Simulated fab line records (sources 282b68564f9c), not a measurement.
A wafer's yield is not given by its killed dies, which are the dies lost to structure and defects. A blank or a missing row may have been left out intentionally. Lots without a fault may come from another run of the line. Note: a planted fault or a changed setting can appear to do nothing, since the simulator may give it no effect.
Comparing a struck lot with a sound one / flow ritCmos / 18 steps out of a route of 202
Sound: wafers L170.1, L170.3, L170.4. Wafers L189.2, L189.4, L189.6 were the ones struck. The cause is given at the end.
Order at every step that has rows: each side's tool, ch and its chambers, its first start. Under that, the readings that differ: sound wafers / struck wafers / difference of the means / sigmas: that difference in standard deviations of wafers without a fault.
alike: same words and numbers on both sides, and readings whose means sit less than 2 such deviations apart. not compared: any withheld reading, any reading some wafer has no value for, any bound like >300 that may hide the same value, and any number with overlapping values for which the record gives no deviation.
The two part at a step that has a row with sigmas, a row that says differs or no value, or rows on one side only. Numbers that don't overlap but have no deviation are shown without sigmas and don't part them. A reading that every wafer of one side lacks parts them only if that side has two wafers or more.

first, 1 step without rows for these wafers: RIT_GATE_CLEAN_04 (cleans in dHF, time 60 s).
RIT_FOX2_THK_MEAS_91:
  sound: filmMetro-03 at day 2 15:12; struck: filmMetro-03 at day 6 14:31
  alike: FIELD_OXIDE_LEFT_2_THK
then, 2 steps without rows for these wafers: RIT_GATE_OXIDATION_05 (target thk 3 nm, ox time 270 s); RIT_GATE_ANNEAL_06 (time 600 s).
RIT_GATE_THK_MEAS_07:
  sound: filmMetro-01 at day 2 18:55; struck: filmMetro-03 at day 6 18:31
reading=GATE_OXIDE_THK (nm); sound=3.02 2.94 2.93; struck=3.08 3.12 3.09; difference=+0.13; sigmas=+3
then, 1 step without rows for these wafers: RIT_GATE_CVD_08 (deposits poly-Si from SiH4, target thk 250 nm, time 2220 s).
RIT_GATE_THK_MEAS_09:
  sound: filmMetro-03 at day 2 20:35; struck: filmMetro-04 at day 6 20:12
  alike: GATE_POLY_THK
then, 5 steps without rows for these wafers: RIT_GATE_HMDS_10 (prime time 60 s); RIT_GATE_COAT_11 (resist thk 850 nm); RIT_GATE_SOFTBAKE_12 (time 60 s); RIT_GATE_EXPOSE_13 (exposes mask M6, target cd 150 nm); RIT_GATE_PEB_14.
RIT_GATE_DEVELOP_15: develop time 50 s.
  sound on lithoTrack-04 ch 0, day 2 21:00; struck on lithoTrack-03 ch 0, day 6 21:00
  alike: chillPlateTempC
RIT_GATE_OVL_MEAS_17:
  sound: overlay-02 at day 2 21:50; struck: overlay-01 at day 6 21:21
  alike: GATE_OVL
then, 1 step without rows for these wafers: RIT_GATE_HARDBAKE_18 (time 60 s).
RIT_GATE_ETCH_19: etches poly-Si in SF6/CHF3/O2, stops on SiO2, time 165 s, target depth 312.5 nm.
  sound on rieSi-01 ch 1,2,3, day 2 22:04; struck on rieSi-02 ch 0,1,2, day 6 21:32
  alike: drypumpMotorCurrentA, oesProductAu, throttleValvePct
  not compared: rfHoursCounterH
RIT_GATE_STRIP_20: strips in O2, time 180 s.
  sound on plasmaAsher-03 ch 0,1, day 2 22:10; struck on plasmaAsher-03 ch 0,1, day 6 21:38
  alike: drypumpMotorCurrentA
  not compared: rfHoursCounterH
RIT_M1_PROBE_99:
  sound: prober-02 at day 3 21:15; struck: prober-01 at day 7 19:02
reading=killedAtFrontEnd; sound=5 8 2; struck=262 260 260; difference=+256; sigmas=+85
reading=killedDies; sound=5 8 2; struck=262 260 260; difference=+256; sigmas=+82
reading=killedOnRim; sound=3 2 0; struck=68 66 67; difference=+65; sigmas=+47
  alike: killedOpen, killedShort

## WHERE THEY PART
Earliest at RIT_GATE_THK_MEAS_07; latest, in this record, at RIT_M1_PROBE_99.

WHY: what had been put in by the simulator
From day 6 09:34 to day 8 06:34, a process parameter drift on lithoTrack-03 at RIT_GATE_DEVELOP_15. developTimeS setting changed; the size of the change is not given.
